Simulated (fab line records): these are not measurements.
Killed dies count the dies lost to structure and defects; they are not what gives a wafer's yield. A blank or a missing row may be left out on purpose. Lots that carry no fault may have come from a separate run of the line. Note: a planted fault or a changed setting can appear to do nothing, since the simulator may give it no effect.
fab line records	flow rit_cmos
record: lots: 7	wafers: 21	last_day: 7
route steps=202 shown PWELL@44 WELLDRIVE@50 NWELL@51 NRETRO@53
lots with no fault: from the same line, run without faults
start_h: start of the lot's first displayed wafer, in hours after the record's first day	wait_h: hours since the lot's step before	" unchanged from the row above	L1.1+2: a single row standing in for several wafers	- either no value or no given start	* or withheld: withheld	< > ~ a bound
route shown NAME@n: a module of which the file shows steps, and the number in the route of the first	usual: average and standard deviation across the fault-free wafers	same: alike in all rows	chamber/n: place in a boat	sites: the reading at each site	_std_site: the values' standard deviation	_edge_site: inner sites' mean taken away from outer sites' mean	radius_mm: how far each site lies from the wafer's centre	mask NAME#n: copy n	behind: the tool/chamber that last shaped the wafer	hold: the reason the lot was held/the length of the hold in hours/how it ended	device: the transistor (n, p or np) that didn't switch	end of line: the same wafers' tests at the end of the route	a step given without rows: its recipe and nothing more	killed: not the wafer's yield, but the dies lost to structure and defects at the first sort	map: per-die view of a wafer (x killed, . not killed, _ where there is no die)
set.NAME: the setting as run; set.NAME@STEP: as run at that earlier step	model.NAME: the simulator's own value behind a step, which no gauge read
lots at some steps of the route; a table a step, a row a wafer
services: from which hour (start_h, from the record's first day; less than 0 if before it) a tool's chamber was out of use, for how many hours, and why
== steps ==
step: RIT_PWELL_DEVELOP_05
recipe: resist: NOVOLAK	develop_time_s: 68	dev_temp_c: 23
step: RIT_PWELL_OVL_MEAS_06
usual: PWELL_OVL: 1.4/1.4
lot.wafer	tool	chamber	start_h	wait_h	PWELL_OVL[nm]
L355.3	overlay-01	-	43.18	-	1.0
L355.4	"	-	"	"	3.2
L355.5	"	-	"	"	1.6
L356.1	overlay-01	-	49.51	-	0.9
L356.2	"	-	"	"	1.2
L356.5	"	-	"	"	0.7
L362.1	overlay-01	-	77.60	-	1.9
L362.5	"	-	"	"	1.1
L362.6	"	-	"	"	2.6
L363.4	overlay-01	-	83.82	-	2.7
L363.5	"	-	"	"	2.5
L363.6	"	-	"	"	3.7
L364.1	overlay-01	-	88.68	-	2.6
L364.3	"	-	"	"	2.3
L364.4	"	-	"	"	2.5
L372.2	overlay-01	-	129.39	-	1.7
L372.5	"	-	"	"	1.4
L372.6	"	-	"	"	0.5
L373.1	overlay-01	-	133.61	-	2.1
L373.2	"	-	"	"	1.8
L373.4	"	-	"	"	2.1
step: RIT_PWELL_HARDBAKE_07
recipe: resist: NOVOLAK	temp_c: 140	time_s: 120
step: RIT_PWELL_IMPLANT_08
recipe: species: B	energy_kev: 170	dose_cm2: 7e+13	tilt_deg: 7
step: RIT_PWELL_STRIP_09
recipe: chemistry: O2	time_s: 180	resist: NOVOLAK	platen_temp_c: withheld	power_w: 500	pressure_mtorr: 4000	o2_flow_sccm: 4000
usual: drypump_motor_current_A: 5.7/0.4
lot.wafer	tool	chamber	start_h	wait_h	drypump_motor_current_A	rf_hours_counter_h
L355.3	plasma_asher-02	0	43.66	0.1	5.6	-
L355.4	"	1	"	"	6.6	-
L355.5	"	0	"	"	5.6	-
L356.1	plasma_asher-04	0	49.95	0.1	5.7	40
L356.2	"	1	"	"	5.3	40
L356.5	"	0	"	"	5.7	-
L362.1	plasma_asher-01	0	78.04	0.1	5.7	42
L362.5	"	0	"	"	5.7	-
L362.6	"	1	"	"	5.7	-
L363.4	plasma_asher-01	0	84.29	0.1	5.7	-
L363.5	"	1	"	"	5.7	-
L363.6	"	0	"	"	5.7	-
L364.1	plasma_asher-04	1	89.12	0.1	5.3	44
L364.3	"	0	"	"	5.7	-
L364.4	"	1	"	"	5.3	-
L372.2	plasma_asher-04	1	129.82	0.1	5.3	48
L372.5	"	1	"	"	5.3	-
L372.6	"	0	"	"	5.6	-
L373.1	plasma_asher-01	1	134.04	0.1	5.7	2
L373.2	"	0	"	"	5.7	2
L373.4	"	0	"	"	5.7	-
step: RIT_PWELL_TW_MEAS_10
usual: PWELL_TW: 951/6.7
lot.wafer	tool	chamber	start_h	wait_h	PWELL_TW
L355.3	film_metro-01	-	43.80	0.1	959
L355.4	"	-	"	"	959
L355.5	"	-	"	"	957
L356.1	film_metro-01	-	50.12	0.1	952
L356.2	"	-	"	"	949
L356.5	"	-	"	"	952
L362.1	film_metro-01	-	78.21	0.1	954
L362.5	"	-	"	"	951
L362.6	"	-	"	"	951
L363.4	film_metro-01	-	84.44	0.1	950
L363.5	"	-	"	"	950
L363.6	"	-	"	"	953
L364.1	film_metro-04	-	89.29	0.1	946
L364.3	"	-	"	"	940
L364.4	"	-	"	"	942
L372.2	film_metro-02	-	130.01	0.1	940
L372.5	"	-	"	"	935
L372.6	"	-	"	"	945
L373.1	film_metro-01	-	134.22	0.1	948
L373.2	"	-	"	"	951
L373.4	"	-	"	"	954
step: RIT_WELLDRIVE_ANNEAL_00
recipe: temp_c: 1100	time_s: 14700	ambient: N2
step: RIT_WELLDRIVE_RS_MEAS_01
recipe: thk_meas_gauge: four-point-probe
usual: NWELL_RS: 275.3/0.68
lot.wafer	tool	chamber	start_h	wait_h	NWELL_RS[ohm/sq]
L355.3	film_metro-01	-	50.88	0.0	275.6
L355.4	"	-	"	"	275.8
L355.5	"	-	"	"	275.4
L356.1	film_metro-02	-	56.87	0.0	276.4
L356.2	"	-	"	"	276.0
L356.5	"	-	"	"	276.5
L362.1	film_metro-04	-	83.36	0.0	275.4
L362.5	"	-	"	"	275.6
L362.6	"	-	"	"	275.1
L363.4	film_metro-01	-	89.83	0.1	275.3
L363.5	"	-	"	"	275.5
L363.6	"	-	"	"	274.9
L364.1	film_metro-01	-	94.85	0.0	275.5
L364.3	"	-	"	"	275.2
L364.4	"	-	"	"	274.8
L372.2	film_metro-04	-	135.16	0.0	274.7
L372.5	"	-	"	"	273.6
L372.6	"	-	"	"	274.5
L373.1	film_metro-02	-	139.57	0.0	275.0
L373.2	"	-	"	"	273.7
L373.4	"	-	"	"	274.0
step: RIT_WELLDRIVE_RS_MEAS_02
recipe: thk_meas_gauge: four-point-probe
usual: PWELL_RS: 429.3/1.2
lot.wafer	tool	chamber	start_h	wait_h	PWELL_RS[ohm/sq]
L355.3	film_metro-01	-	51.00	0.1	432.2
L355.4	"	-	"	"	430.1
L355.5	"	-	"	"	431.4
L356.1	film_metro-02	-	56.99	0.1	428.4
L356.2	"	-	"	"	427.7
L356.5	"	-	"	"	427.1
L362.1	film_metro-04	-	83.48	0.1	429.7
L362.5	"	-	"	"	429.3
L362.6	"	-	"	"	430.0
L363.4	film_metro-01	-	89.95	0.1	431.5
L363.5	"	-	"	"	430.8
L363.6	"	-	"	"	431.4
L364.1	film_metro-01	-	94.97	0.1	428.6
L364.3	"	-	"	"	427.7
L364.4	"	-	"	"	429.3
L372.2	film_metro-04	-	135.28	0.1	429.1
L372.5	"	-	"	"	429.5
L372.6	"	-	"	"	430.0
L373.1	film_metro-02	-	139.69	0.1	429.6
L373.2	"	-	"	"	429.3
L373.4	"	-	"	"	428.2
step: RIT_NRETRO_HMDS_00
recipe: prime_time_s: 60	prime_temp_c: 140
step: RIT_NRETRO_COAT_01
recipe: resist: NOVOLAK	spin_rpm: 2000	resist_thk_nm: 1300
step: RIT_NRETRO_SOFTBAKE_02
recipe: resist: NOVOLAK	temp_c: 90	time_s: 61.41
usual: heater_power_total_W: 34.58/0.045	plate_sensor_t_centre_C: 90.970/0.0092	plate_sensor_t_edge_C: 91.019/0.0097	resist_line_temp_C: 22.98/0.11
lot.wafer	tool	chamber	start_h	wait_h	heater_power_total_W	plate_sensor_t_centre_C	plate_sensor_t_edge_C	resist_line_temp_C
L355.3	litho_track-01	0	51.43	0.1	34.54	90.956	90.999	22.61
L355.4	"	0	"	"	34.56	90.951	91.035	22.97
L355.5	"	0	"	"	34.60	90.980	91.010	22.72
L356.1	litho_track-02	0	57.41	0.1	34.53	90.978	91.023	22.93
L356.2	"	0	"	"	34.60	90.974	91.022	23.04
L356.5	"	0	"	"	34.69	90.975	91.028	22.89
L362.1	litho_track-01	0	84.05	0.1	34.62	90.959	91.028	22.93
L362.5	"	0	"	"	34.56	90.966	90.995	22.95
L362.6	"	0	"	"	34.53	90.978	91.019	22.88
L363.4	litho_track-04	0	90.38	0.1	34.62	90.981	91.019	22.91
L363.5	"	0	"	"	34.59	90.968	91.019	23.20
L363.6	"	0	"	"	34.65	90.958	91.026	23.18
L364.1	litho_track-04	0	95.39	0.1	34.60	90.991	91.014	23.06
L364.3	"	0	"	"	34.63	90.977	91.009	22.87
L364.4	"	0	"	"	34.47	90.982	91.038	22.87
L372.2	litho_track-02	0	135.70	0.1	34.62	90.966	91.015	22.88
L372.5	"	0	"	"	34.63	90.979	91.008	23.17
L372.6	"	0	"	"	34.61	90.956	91.019	23.09
L373.1	litho_track-02	0	140.11	0.1	34.58	90.977	91.018	22.93
L373.2	"	0	"	"	34.63	90.964	91.029	23.04
L373.4	"	0	"	"	34.55	90.970	91.022	23.15
step: RIT_NRETRO_EXPOSE_03
recipe: mask_id: M4	na: 0.57	target_cd_nm: 43900	dose_mj: 250
usual: exposure_dose_mJ_cm2: 249.98/0.23	focus_offset_nm: 0.0/0.52	na: 0.57/0
lot.wafer	tool	chamber	start_h	wait_h	mask	exposure_dose_mJ_cm2	focus_offset_nm	na
L355.3	iline_stepper-02	0	51.69	0.2	M4#0	250.36	0.4	0.57
L355.4	"	0	"	"	M4#0	249.94	-0.2	0.57
L355.5	"	0	"	"	M4#0	250.54	0.0	0.57
L356.1	iline_stepper-01	0	57.68	0.2	M4#0	250.03	0.3	0.57
L356.2	"	0	"	"	M4#0	249.77	0.3	0.57
L356.5	"	0	"	"	M4#0	250.37	0.1	0.57
L362.1	iline_stepper-02	-	84.32	0.2	M4#0	-	-	-
L362.5	"	-	"	"	M4#0	-	-	-
L362.6	"	-	"	"	M4#0	-	-	-
L363.4	iline_stepper-01	-	90.64	0.2	M4#0	-	-	-
L363.5	"	-	"	"	M4#0	-	-	-
L363.6	"	-	"	"	M4#0	-	-	-
L364.1	iline_stepper-02	-	95.66	0.2	M4#0	-	-	-
L364.3	"	-	"	"	M4#0	-	-	-
L364.4	"	-	"	"	M4#0	-	-	-
L372.2	iline_stepper-01	0	135.97	0.2	M4#0	250.21	-0.4	0.57
L372.5	"	0	"	"	M4#0	249.97	-0.3	0.57
L372.6	"	0	"	"	M4#0	250.13	-0.2	0.57
L373.1	iline_stepper-02	0	140.38	0.2	M4#0	249.85	-1.1	0.57
L373.2	"	0	"	"	M4#0	250.03	-0.5	0.57
L373.4	"	0	"	"	M4#0	249.74	-0.4	0.57
step: RIT_NRETRO_PEB_04
recipe: resist: NOVOLAK	temp_c: withheld	time_s: withheld
== services ==
tool	chamber	start_h	hours	kind
plasma_asher-04	-	37.92	1.1	repair
iline_stepper-02	-	100.88	1.7	pm
plasma_asher-01	-	108.75	9.0	pm
plasma_asher-01	0	108.75	9.0	vent_cycle
plasma_asher-01	1	108.75	9.0	vent_cycle
plasma_asher-01	0	117.75	-	clean
plasma_asher-01	1	117.75	-	clean
== key ==
first_sign: step: RIT_NRETRO_EXPOSE_03	reading: tool_record	direction: missing
effect none on later readings
met_at RIT_NRETRO_EXPOSE_03
struck_wafers L362.1,L362.5,L362.6,L363.4,L363.5,L363.6,L364.1,L364.3,L364.4
sort_left_out L362.1,L362.5,L362.6,L363.4,L363.5,L363.6,L364.1,L364.3,L364.4
tester_left_out L362,L363,L364
onset_between 57.68 84.32
fault: kind: skipped_step_whole	tool: iline_stepper-01,iline_stepper-02	chamber: -	onset_h: 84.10	steps: RIT_NRETRO_EXPOSE_03	scope: struck_lots_only
tester_left_out: of these lots the tester's yield and bins aren't shown, on N5 and GAA mostly nor the transistor test; their killed dies are dies lost to structure and defects alone, not to doping, threshold or leakage, so they don't give the yield
sort_left_out: the simulated sort isn't trusted on such a fault, so these wafers' sort isn't shown, and their yield isn't known
